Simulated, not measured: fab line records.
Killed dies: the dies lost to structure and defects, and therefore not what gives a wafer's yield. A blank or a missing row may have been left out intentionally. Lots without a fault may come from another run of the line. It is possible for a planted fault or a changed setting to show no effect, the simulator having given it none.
fab line records ; flow berkeleyCmos170
[record] lots = 6; wafers = 18; lastDay = 13
route steps=331 shown ACTIVE@63
lots that met no fault: taken from a fault-free run of the same line
startH: the number of hours between the record's first day and the start of the first shown wafer of the lot ; waitH: hours elapsed since this lot's preceding step ; " unchanged from the row above ; L1.1+2: a single row standing in for several wafers ; - either no value or no given start ; * or withheld: withheld ; < > ~ a bound
route shown NAME@n: NAME is a module with steps in the file, n the number in the route of the first one ; usual: the fault-free wafers' mean and standard deviation ; same: alike in all rows ; chamber/n: place in a boat ; sites: the reading at each site ; _std_site: the values' standard deviation ; _edge_site: outer sites' mean less inner sites' ; radiusMm: how far each site lies from the wafer's centre ; mask NAME#n: copy n ; behind: the most recent tool/chamber to have shaped the wafer ; hold: cause of the lot's hold/its duration in hours/its outcome ; device: the n, p or np transistor that did not switch ; end of line: the tests these same wafers got at the end of their route ; a step without rows: its recipe alone ; killed: at the first sort, the dies lost to defects and structure; wafer yield is something else ; map: shows each die of a wafer: x if killed, . if not, _ if none is there
set.NAME: the setting that was run; set.NAME@STEP: the one run at that earlier step ; model.NAME: the simulator's own value behind a step, which no gauge read
lots at some steps of the route; a table a step, a row a wafer
services: from which hour (startH, from the record's first day; less than 0 if before it) a tool's chamber was out of use, for how many hours, and why
[[steps]]
[step UCB170_ACTIVE_THK_MEAS_03]
[recipe] reads = SiO2_of_ACTIVE_OXIDATION_02
[usual] ACTIVE_OXIDE_THK = 26.4/0.55
lot.wafer;tool;chamber;startH;waitH;ACTIVE_OXIDE_THK[nm]
L125.1;filmMetro-01;-;85.12;0.1;26.8
L125.2;filmMetro-01;-;85.12;0.1;27.0
L125.5;filmMetro-01;-;85.12;0.1;26.6
L134.4;filmMetro-02;-;127.92;0.0;26.6
L134.5;filmMetro-02;-;127.92;0.0;26.9
L134.6;filmMetro-02;-;127.92;0.0;26.8
L136.3;filmMetro-02;-;137.76;0.0;26.8
L136.4;filmMetro-02;-;137.76;0.0;26.4
L136.5;filmMetro-02;-;137.76;0.0;26.6
L139.3;filmMetro-02;-;153.49;0.0;26.9
L139.4;filmMetro-02;-;153.49;0.0;27.0
L139.5;filmMetro-02;-;153.49;0.0;26.6
L147.2;filmMetro-03;-;198.55;0.0;27.1
L147.4;filmMetro-03;-;198.55;0.0;26.9
L147.6;filmMetro-03;-;198.55;0.0;26.8
L148.2;filmMetro-02;-;213.63;0.1;26.1
L148.3;filmMetro-02;-;213.63;0.1;26.2
L148.6;filmMetro-02;-;213.63;0.1;26.1
[step UCB170_ACTIVE_ANNEAL_04]
[recipe] tempC = 1000; timeS = 900; ambient = N2
[step UCB170_ACTIVE_CVD_05]
[recipe] material = Si3N4; targetThkNm = 220; tempC = 800; precursor = SiH2Cl2/NH3; timeS = 3300; pressureMtorr = 200; sih2cl2FlowSccm = 25; nh3FlowSccm = 75
[step UCB170_ACTIVE_THK_MEAS_06]
[recipe] reads = Si3N4_of_ACTIVE_CVD_05
[usual] ACTIVE_NITRIDE_THK = 220.1/2.3
lot.wafer;tool;chamber;startH;waitH;ACTIVE_NITRIDE_THK[nm]
L125.1;filmMetro-02;-;93.08;0.0;214.7
L125.2;filmMetro-02;-;93.08;0.0;214.2
L125.5;filmMetro-02;-;93.08;0.0;214.6
L134.4;filmMetro-01;-;136.67;0.0;219.3
L134.5;filmMetro-01;-;136.67;0.0;221.0
L134.6;filmMetro-01;-;136.67;0.0;220.9
L136.3;filmMetro-02;-;145.93;0.0;219.8
L136.4;filmMetro-02;-;145.93;0.0;218.4
L136.5;filmMetro-02;-;145.93;0.0;220.6
L139.3;filmMetro-01;-;163.79;0.0;220.8
L139.4;filmMetro-01;-;163.79;0.0;219.4
L139.5;filmMetro-01;-;163.79;0.0;219.8
L147.2;filmMetro-02;-;205.65;0.0;221.3
L147.4;filmMetro-02;-;205.65;0.0;220.4
L147.6;filmMetro-02;-;205.65;0.0;218.9
L148.2;filmMetro-02;-;221.30;0.1;217.0
L148.3;filmMetro-02;-;221.30;0.1;218.9
L148.6;filmMetro-02;-;221.30;0.1;217.7
[step UCB170_ACTIVE_HMDS_07]
[recipe] primeTimeS = 60; primeTempC = 100
[step UCB170_ACTIVE_COAT_08]
[recipe] resist = KrF; spinRpm = 1500; resistThkNm = 900
[step UCB170_ACTIVE_SOFTBAKE_09]
[recipe] resist = KrF; tempC = 130; timeS = 60
[step UCB170_ACTIVE_EXPOSE_10]
[recipe] maskId = ACTIVE; targetCdNm = 1200; na = 0.5; sigmaOuter = 0.6; sourceShape = conventional; doseMj = 20
[step UCB170_ACTIVE_PEB_11]
[recipe] pebTempC = 130; pebTimeS = withheld; resist = KrF
[step UCB170_ACTIVE_DEVELOP_12]
[recipe] developer = TMAH; developTimeS = 45; resist = KrF; devTempC = 21
[step UCB170_ACTIVE_CD_MEAS_13]
[recipe] targetCdNm = 1200
[usual] cdNm = 1200.2/1.4
lot.wafer;tool;chamber;startH;waitH;cdNm
L125.1;cdSem-01;-;94.40;-;1199.9
L125.2;cdSem-01;-;94.40;-;1199.4
L125.5;cdSem-01;-;94.40;-;1198.0
L134.4;cdSem-02;-;137.75;-;1199.7
L134.5;cdSem-02;-;137.75;-;1199.1
L134.6;cdSem-02;-;137.75;-;1199.5
L136.3;cdSem-02;-;147.58;-;1198.9
L136.4;cdSem-02;-;147.58;-;1199.0
L136.5;cdSem-02;-;147.58;-;1198.9
L139.3;cdSem-02;-;165.05;-;1198.9
L139.4;cdSem-02;-;165.05;-;1197.1
L139.5;cdSem-02;-;165.05;-;1199.2
L147.2;cdSem-02;-;206.69;-;1200.7
L147.4;cdSem-02;-;206.69;-;1202.1
L147.6;cdSem-02;-;206.69;-;1201.6
L148.2;cdSem-02;-;222.88;-;1201.7
L148.3;cdSem-02;-;222.88;-;1201.0
L148.6;cdSem-02;-;222.88;-;1202.4
[step UCB170_ACTIVE_OVL_MEAS_14]
[usual] ACTIVE_OVL = 0/6.4
lot.wafer;tool;chamber;startH;waitH;ACTIVE_OVL[nm]
L125.1;overlay-02;-;94.52;0.1;-1
L125.2;overlay-02;-;94.52;0.1;5
L125.5;overlay-02;-;94.52;0.1;1
L134.4;overlay-01;-;137.83;0.1;-7
L134.5;overlay-01;-;137.83;0.1;-7
L134.6;overlay-01;-;137.83;0.1;0
L136.3;overlay-02;-;147.67;0.1;-8
L136.4;overlay-02;-;147.67;0.1;-11
L136.5;overlay-02;-;147.67;0.1;-16
L139.3;overlay-01;-;165.14;0.1;7
L139.4;overlay-01;-;165.14;0.1;4
L139.5;overlay-01;-;165.14;0.1;-1
L147.2;overlay-01;-;206.80;0.1;-4
L147.4;overlay-01;-;206.80;0.1;-8
L147.6;overlay-01;-;206.80;0.1;-2
L148.2;overlay-02;-;222.98;0.1;-4
L148.3;overlay-02;-;222.98;0.1;3
L148.6;overlay-02;-;222.98;0.1;-8
[step UCB170_ACTIVE_ETCH_15]
[recipe] chemistry = CH3F/Ar/O2; target = Si3N4; stopOn = SiO2; CH3F_flow_sccm = 20; Ar_flow_sccm = 50; O2_flow_sccm = 7; pressureMtorr = 50; rfW = 450; targetDepthA = 2420; overEtchFrac = 0.1; timeS = 151
[usual] drypumpMotorCurrentA = 5.7/0.46; oesProductAu = 0.939/0.013; rfFwdPowerW = 447.9/1.5; throttleValvePct = 8.01/0.12
lot.wafer;tool;chamber;startH;waitH;drypumpMotorCurrentA;oesProductAu;rfFwdPowerW;rfHoursCounterH;throttleValvePct;model.KrF_of_ACTIVE_COAT_08.thkNm
L125.1;rieDiel-02;2;94.56;0.0;6.0;0.930;446.8;97;8.10;731.2
L125.2;rieDiel-02;0;94.56;0.0;5.5;0.905;447.9;13;8.04;726.2
L125.5;rieDiel-02;1;94.56;0.0;6.1;0.938;449.0;-;8.07;725.1
L134.4;rieDiel-04;0;137.89;0.1;5.9;0.921;378.1;-;7.89;743.4
L134.5;rieDiel-04;1;137.89;0.1;6.6;0.931;375.1;-;7.83;739.3
L134.6;rieDiel-04;2;137.89;0.1;5.8;0.945;374.1;-;8.07;737.4
L136.3;rieDiel-04;1;147.69;0.0;6.6;0.936;377.0;25;7.86;735.2
L136.4;rieDiel-04;0;147.69;0.0;5.9;0.926;376.8;-;7.88;737.4
L136.5;rieDiel-04;2;147.69;0.0;5.8;0.930;372.9;-;8.07;730
L139.3;rieDiel-02;1;165.17;0.0;6.2;0.964;447.0;137;8.08;725.1
L139.4;rieDiel-02;2;165.17;0.0;5.9;0.932;447.2;100;8.09;725.3
L139.5;rieDiel-02;0;165.17;0.0;5.6;0.920;450.0;-;8.04;730
L147.2;rieDiel-02;0;206.83;0.0;5.5;0.928;449.1;18;8.03;730.1
L147.4;rieDiel-02;2;206.83;0.0;5.9;0.944;445.7;101;8.11;727.4
L147.6;rieDiel-02;3;206.83;0.0;5.5;0.928;449.9;-;8.07;729.2
L148.2;rieDiel-04;0;223.01;0.0;5.9;0.938;447.6;17;7.88;731.6
L148.3;rieDiel-04;1;223.01;0.0;6.6;0.946;446.9;27;7.85;730.2
L148.6;rieDiel-04;1;223.01;0.0;6.7;0.931;448.9;-;7.85;726.8
[step UCB170_ACTIVE_STRIP_16]
[recipe] chemistry = O2; powerW = 391.1; pressureMtorr = 3500; platenTempC = withheld; o2FlowSccm = 400; overashFraction = 0.5
[usual] drypumpMotorCurrentA = 5.6/0.59; oesProductAu = 0.712/0.0042; stripTimeToEndpointS = 18.44/0.077
lot.wafer;tool;chamber;startH;waitH;drypumpMotorCurrentA;oesProductAu;rfHoursCounterH;stripTimeToEndpointS
L125.1;plasmaAsher-02;1;94.66;0.1;5.3;0.712;39;18.54
L125.2;plasmaAsher-02;0;94.66;0.1;6.3;0.708;39;18.43
L125.5;plasmaAsher-02;1;94.66;0.1;5.3;0.713;-;18.40
L134.4;plasmaAsher-01;0;137.98;0.0;5.1;0.722;-;18.87
L134.5;plasmaAsher-01;1;137.98;0.0;6.2;0.715;-;18.75
L134.6;plasmaAsher-01;0;137.98;0.0;5.1;0.715;-;18.70
L136.3;plasmaAsher-03;1;147.83;0.1;4.8;0.711;-;18.64
L136.4;plasmaAsher-03;0;147.83;0.1;6.0;0.710;-;18.73
L136.5;plasmaAsher-03;1;147.83;0.1;4.8;0.714;-;18.54
L139.3;plasmaAsher-03;0;165.30;0.1;6.0;0.710;-;18.40
L139.4;plasmaAsher-03;1;165.30;0.1;4.8;0.711;-;18.40
L139.5;plasmaAsher-03;1;165.30;0.1;4.9;0.708;-;18.53
L147.2;plasmaAsher-01;0;206.93;0.1;5.1;0.719;40;18.53
L147.4;plasmaAsher-01;0;206.93;0.1;5.1;0.714;-;18.46
L147.6;plasmaAsher-01;0;206.93;0.1;5.1;0.709;-;18.51
L148.2;plasmaAsher-01;0;223.12;0.1;5.1;0.715;42;18.57
L148.3;plasmaAsher-01;0;223.12;0.1;5.1;0.713;-;18.54
L148.6;plasmaAsher-01;1;223.12;0.1;6.2;0.714;-;18.46
[step UCB170_ACTIVE_CD_MEAS_90]
[recipe] targetCdNm = 1200
[usual] cdNm = 1200.2/1.4
lot.wafer;tool;chamber;startH;waitH;cdNm
L125.1;cdSem-02;-;94.84;0.2;1200.2
L125.2;cdSem-02;-;94.84;0.2;1199.4
L125.5;cdSem-02;-;94.84;0.2;1197.7
L134.4;cdSem-02;-;138.23;0.2;1200.0
L134.5;cdSem-02;-;138.23;0.2;1199.8
L134.6;cdSem-02;-;138.23;0.2;1199.8
L136.3;cdSem-02;-;148.18;0.3;1199.5
L136.4;cdSem-02;-;148.18;0.3;1199.6
L136.5;cdSem-02;-;148.18;0.3;1199.3
L139.3;cdSem-02;-;165.41;0.1;1199.2
L139.4;cdSem-02;-;165.41;0.1;1197.6
L139.5;cdSem-02;-;165.41;0.1;1199.0
L147.2;cdSem-02;-;207.05;0.1;1200.7
L147.4;cdSem-02;-;207.05;0.1;1202.4
L147.6;cdSem-02;-;207.05;0.1;1201.5
L148.2;cdSem-01;-;223.24;0.1;1201.4
L148.3;cdSem-01;-;223.24;0.1;1201.6
L148.6;cdSem-01;-;223.24;0.1;1202.2
[[services]]
tool;chamber;startH;hours;kind
plasmaAsher-01;-;86.78;2.1;repair
rieDiel-02;-;88.15;2.8;pm
plasmaAsher-01;-;88.81;8.0;repair
rieDiel-02;3;91.45;8.4;repair
plasmaAsher-01;-;118.04;0.7;repair
plasmaAsher-01;-;120.53;2.8;pm
rieDiel-02;1;130.87;8.5;repair
rieDiel-04;3;136.94;-;clean
rieDiel-04;3;136.94;19.4;scheduledDown
rieDiel-04;3;136.94;19.4;ventCycle
rieDiel-04;1;198.96;10.0;repair
plasmaAsher-03;-;209.78;1.6;repair
rieDiel-02;1;217.39;4.3;repair
[[key]]
[firstSign] step = UCB170_ACTIVE_ETCH_15; reading = rfFwdPowerW; direction = down; sigmas = 47; usual = 447.9; struck = 375.7
[effect] step = UCB170_ACTIVE_STRIP_16; reading = stripTimeToEndpointS; direction = up; sigmas = 3.5; usual = *; struck = *
[modelEffect] step = UCB170_ACTIVE_ETCH_15; value = KrF_of_ACTIVE_COAT_08.thkNm; without = 723.5; struck = 737.1
metAt UCB170_ACTIVE_ETCH_15
struckWafers L134.4,L134.5,L134.6,L136.3,L136.4,L136.5
laterRowsLeftOut L134.4
sortLeftOut L134.4,L134.5,L134.6,L136.3,L136.4,L136.5
testerLeftOut L134,L136
[fault] kind = processParameterDrift; tool = rieDiel-04; chamber = -; onsetH = 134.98; steps = UCB170_ACTIVE_ETCH_15; channel = rfW; offset = -72; shape = step; endH = 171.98; actsIn = theseRecipesOnly; stated = 450
// testerLeftOut: of these lots the tester's yield and bins aren't shown, on N5 and GAA mostly nor the transistor test; their killed dies are dies lost to structure and defects alone, not to doping, threshold or leakage, so they don't give the yield
// sortLeftOut: the simulated sort isn't trusted on such a fault, so these wafers' sort isn't shown, and their yield isn't known
// laterRowsLeftOut: the simulator's readings of these wafers behind a module that went badly wrong aren't trusted and aren't shown, but for the sort
